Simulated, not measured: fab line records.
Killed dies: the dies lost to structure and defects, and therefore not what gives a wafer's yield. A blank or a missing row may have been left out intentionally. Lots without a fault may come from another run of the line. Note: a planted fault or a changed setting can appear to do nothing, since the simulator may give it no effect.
Split-lot trial | flow rit-cmos | route with 202 steps; 5 lots, 23 wafers read

## ON THE SPLIT
At RIT_PWELL_IMPLANT_08, the setting energy-kev was moved away from the recipe's 170 on 8 of the 23 wafers read, by -2.8% to +2.1%. For the rest of the wafers, this setting stayed at what the recipe calls for.

The split's own step is where the reading is taken.

## THE READING
In nm, at RIT_PWELL_IMPLANT_08: implant.drp-nm, which is the simulator's own figure and was read by no gauge. The file gives no usual value for it.

wafer  | tool, chamber at the split | energy-kev as run | against the recipe | implant.drp-nm, nm | against lot-mates on the recipe
L078.1 | implanter-01, 0            | 170               | recipe             | 102.9              | -
L078.2 | implanter-01, 0            | 170               | recipe             | 102.9              | -
L078.3 | implanter-01, 0            | 170               | recipe             | 102.9              | -
L078.5 | implanter-01, 0            | 170               | recipe             | 102.9              | -
L078.6 | implanter-01, 0            | 170               | recipe             | 102.9              | -
L080.3 | implanter-01, 0            | 170               | recipe             | 102.9              | -
L080.4 | implanter-01, 0            | 170               | recipe             | 102.9              | -
L080.6 | implanter-01, 0            | 170               | recipe             | 102.9              | -
L082.1 | implanter-02, 0            | 170               | recipe             | 102.9              | -
L082.4 | implanter-02, 0            | 170               | recipe             | 102.9              | -
L082.2 | implanter-02, 0            | 173.5             | +2.1%              | 103.5              | +0.6
L082.3 | implanter-02, 0            | 173.5             | +2.1%              | 103.5              | +0.6
L082.6 | implanter-02, 0            | 173.5             | +2.1%              | 103.5              | +0.6
L083.1 | implanter-02, 0            | 170               | recipe             | 102.9              | -
L083.2 | implanter-02, 0            | 170               | recipe             | 102.9              | -
L083.3 | implanter-02, 0            | 170               | recipe             | 102.9              | -
L083.5 | implanter-02, 0            | 165.2             | -2.8%              | 101.9              | -1.0
L083.6 | implanter-02, 0            | 165.2             | -2.8%              | 101.9              | -1.0
L085.1 | implanter-04, 0            | 170               | recipe             | 102.9              | -
L085.4 | implanter-04, 0            | 170               | recipe             | 102.9              | -
L085.2 | implanter-04, 0            | 165.9             | -2.4%              | 102                | -0.9
L085.5 | implanter-04, 0            | 165.9             | -2.4%              | 102                | -0.9
L085.6 | implanter-04, 0            | 165.9             | -2.4%              | 102                | -0.9

THE FIT
A straight line over all 23 wafers: implant.drp-nm changes by +0.34 nm for each +1% of energy-kev; r = +1.00; the points scatter about the line by 0.041 nm.
The same after taking each lot's own level away (the mean of its wafers on the recipe; 23 wafers): +0.34 nm for each +1%; r = +1.00; scatter 0.041 nm.
On that fit, the largest move of energy-kev shifts the reading by 0.96 nm.
The lots' own levels span 102.90 to 102.90 nm.
Hence the lot-to-lot level has little effect on the slope; both slopes agree.
Check: for one of the wafers moved furthest among these (-2.8%), held out of the fit, the line's prediction against its lot-mates is -0.984 nm. Against them it came out at -1 nm.

## ADDITIONAL SPLITS CARRIED BY THESE WAFERS
Note: prior to the reading, these wafers also went through further splits. Each is held against what the fit with the lots' levels taken away leaves over:
other split on the same wafers       | wafers away from the commonest value | r with implant.drp-nm (lot level and that fit taken away)
RIT_ACTIVE_OXIDATION_01 temp-c       | 15                                   | -0.17
RIT_ACTIVE_DEVELOP_10 develop-time-s | 7                                    | +0.21
RIT_PWELL_COAT_01 resist-thk-nm      | 7                                    | +0.04

## THE FILE'S OWN FIT
implant.drp-nm changes by +0.34 nm for each +1% of energy-kev, r = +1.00.
